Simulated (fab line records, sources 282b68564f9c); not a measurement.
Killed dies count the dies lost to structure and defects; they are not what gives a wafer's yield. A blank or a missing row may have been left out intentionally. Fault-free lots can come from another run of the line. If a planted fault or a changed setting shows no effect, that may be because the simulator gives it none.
Problem report in the 8D (eight disciplines) form, filled by code | flow ritCmos | the parts of the form that need people (team, actions taken, sign-off) are left out

## 1. WHAT WENT WRONG
GATE_POLY_THK at RIT_GATE_THK_MEAS_09 reads a mean of 223.6 nm on 3 wafers of 1 lot; wafers without a fault read 249.9 nm with a standard deviation of 2.2. That puts it -12 standard deviations away from the usual mean.
First seen on wafer L286.2, day 5 10:35, on filmMetro-02. At this step, 36 wafers from 12 lots have a number in the record. Rule for "out", or "out of limits": more than 4 standard deviations from the usual mean. The rest of the wafers with a number are treated as sound.

## 2. WHAT THIS IS AND IS NOT
question                    | is                     | is not
which readings at this step | GATE_POLY_THK          | -
which lots                  | L286                   | L273, L274, L275, L276, L277, L282, L283, L284, L291, L294, L295
which wafers of those lots  | all that have a number | -
read on which gauges        | filmMetro-02           | filmMetro-03, filmMetro-04
when                        | from day 5 10:35       | up to then (24 sound wafers); but 9 sound wafers of L291, L294, L295 came after

## 3. WHAT RULES OUT EACH SUSPECT
Counting: a tool at any process step up to the reading remains a suspect when it ran all the lots that are out and ran no sound lot after the first of those.
- the gauge at RIT_GATE_THK_MEAS_09 is ruled out. All the wafers that are out were read on filmMetro-02, but those of them that RIT_GATE_CVD_08 has rows for are out there too, on other tools.
- plasmaAsher-01 at RIT_NRETRO_STRIP_09 (strips in O2, time 180 s): kept. It ran the lot that is out, L286 (day 5 00:52), and no sound lot after that; its last sound lot up to then is L284 (day 4 18:25).
- lpcvd-01 at RIT_GATE_CVD_08 (deposits poly-Si from SiH4, target thk 250 nm, time 2220 s): kept. It ran the lot that is out, L286 (day 5 08:58), and no sound lot after that; its last sound lot up to then is L276 (day 3 02:31). Out on those wafers are its own readings of pressureMtorr.
After counting, plasmaAsher-01 at RIT_NRETRO_STRIP_09 and lpcvd-01 at RIT_GATE_CVD_08 remain.

## 4. THE CAUSE (what the simulator had put in)
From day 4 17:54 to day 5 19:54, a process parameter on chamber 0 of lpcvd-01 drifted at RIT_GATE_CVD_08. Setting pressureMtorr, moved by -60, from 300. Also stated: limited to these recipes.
Counting left 2 suspects, and this tool is among them.

## 5. THE EFFECT CHAIN, in route order
Rows list readings where the struck wafers' mean (over those with a number) sits beyond 3 standard deviations from the usual. Readings are gone through only where the record gives a usual standard deviation; hours: the median, over the lots, of the time from a lot's start at the first step in this table giving one to that lot's start at this step; sigmas: the change measured in usual standard deviations.
hours | step                 | reading       | usual       | on struck wafers | change | sigmas
0     | RIT_GATE_CVD_08      | pressureMtorr | 299.9 mTorr | 239.3            | -60.6  | -99 or more
2     | RIT_GATE_THK_MEAS_09 | GATE_POLY_THK | 249.9 nm    | 223.6            | -26.3  | -12
3     | RIT_GATE_ETCH_19     | oesProductAu  | 0.847 a.u.  | 0.760            | -0.087 | -5.8
Here are the process steps it includes:
- RIT_GATE_CVD_08: deposits poly-Si from SiH4, target thk 250 nm, time 2220 s.
- RIT_GATE_ETCH_19: etches poly-Si in SF6/CHF3/O2, stops on SiO2, time 165 s, target depth 312.5 nm.

## 6. HOW IT WOULD HAVE BEEN CAUGHT EARLIER
In this record the first reading out of limits at a measuring or inspecting step was taken at day 5 10:35, 17 hours after the fault began at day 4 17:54.
Tool's own readings at RIT_GATE_CVD_08, pressureMtorr: out on all struck wafers the step has rows for; an alarm limit on them would have tripped on the first.
The start of RIT_GATE_CVD_08 on lpcvd-01 came by day 5 10:35 for every one of the lots that are out (1). A hold on the tool at that time would have spared none of them.
